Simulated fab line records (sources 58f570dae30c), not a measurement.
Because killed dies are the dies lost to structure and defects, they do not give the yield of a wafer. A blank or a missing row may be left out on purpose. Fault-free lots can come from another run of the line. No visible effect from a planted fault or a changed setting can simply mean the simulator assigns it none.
One fault seen from 2 desks + flow berkeley_cmos170 + every desk sees just its own numbers, and what lay behind them comes last

## AT THE TOOL OWNER'S DESK: pvd_sputter-04
The tool's own readings at UCB170_SILICIDE_SPUTTER_01 (material Ti, target thk 30 nm, time 25 s): means of the sampled wafers that have a number, for each lot that ran on this tool. A lot is out of limits, marked OUT, if its mean lies more than 4 standard deviations from the usual mean; the brackets give that distance.
Columns: A = throttle_valve_pct at UCB170_SILICIDE_SPUTTER_01, usual 29.5 %
| lot  | first seen here | A    |
|------|-----------------|------|
| L657 | day 8 08:04     | 29.9 |
| L660 | day 8 17:38     | 29.6 |
| L668 | day 10 10:40    | 29.8 |
| L669 | day 10 21:53    | 30.2 |
| L671 | day 11 12:31    | 28.2 |
This desk found nothing out of limits on any of the 5 lots.

## FROM THE METROLOGY DESK
Lot by lot, what the gauges showed, no matter which tool ran the lot: averages of those sampled wafers that carry a number. A lot is out of limits, marked OUT, if its mean lies more than 4 standard deviations from the usual mean; the brackets give that distance.
Columns: A = NWELL_TW at UCB170_NWELL_TW_MEAS_16, usual 1256; B = GATE_OVL at UCB170_GATE_OVL_MEAS_13, usual -3 nm; C = SILICIDE_TI_RS at UCB170_SILICIDE_RS_MEAS_02, usual 26.1 ohm/sq; D = SILICIDE_TI_THK at UCB170_SILICIDE_THK_MEAS_03, usual 30.0 nm; E = cd_nm at UCB170_CONTACT_CD_MEAS_90, usual 700.6 nm
| lot  | first seen here | A    | B   | C                      | D              | E     |
|------|-----------------|------|-----|------------------------|----------------|-------|
| L657 | day 2 14:41     | 1271 | -7  | 25.8                   | 30.5           | 701.2 |
| L658 | day 2 21:44     | 1248 | 3   | 25.9                   | 30.2           | 700.0 |
| L659 | day 3 05:07     | 1274 | -5  | 26.4                   | 29.5           | 701.2 |
| L660 | day 3 05:23     | 1249 | -10 | 25.9                   | 30.2           | 700.8 |
| L662 | day 3 12:25     | 1252 | -2  | 26.4                   | 29.7           | 701.1 |
| L665 | day 4 06:25     | 1242 | 0   | 26.4                   | 29.7           | 701.2 |
| L664 | day 4 06:43     | 1267 | -13 | 26.6                   | 29.5           | 698.6 |
| L668 | day 4 17:52     | 1271 | -1  | 25.5                   | 30.5           | 701.8 |
| L667 | day 4 18:09     | 1243 | 0   | 26.2                   | 29.9           | 700.8 |
| L669 | day 5 01:32     | 1253 | -6  | 25.5                   | 30.5           | 698.7 |
| L671 | day 5 10:14     | 1239 | -6  | 67.3 (+99 or more) OUT | 13.7 (-37) OUT | -     |
| L672 | day 5 20:26     | 1268 | -7  | 26.4                   | 29.8           | 700.2 |
| L680 | day 7 19:33     | 1263 | 4   | 26.5                   | 29.9           | 699.4 |
This desk's result: L671 out of limits, first on L671 (SILICIDE_TI_RS at UCB170_SILICIDE_RS_MEAS_02), day 11 12:34. In limits: L657, L658, L659, L660, L662, L665, L664, L668, L667, L669, L672, L680.

## BROUGHT TOGETHER
L671 would have let the metrology desk raise an alarm at day 11 12:34.
Nothing out of limits was seen by the tool owner's desk.
On record at the tool owner's desk: L671, within its limits.
Of the lots named, all ran UCB170_SILICIDE_SPUTTER_01 on pvd_sputter-04.

## WHAT THE SIMULATOR PUT IN
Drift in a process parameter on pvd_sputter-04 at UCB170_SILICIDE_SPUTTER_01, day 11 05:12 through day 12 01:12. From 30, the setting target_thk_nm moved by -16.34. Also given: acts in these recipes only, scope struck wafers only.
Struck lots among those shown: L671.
Per desk, hours elapsed from the start of the fault to the first reading out of limits: for the metrology desk, 7.
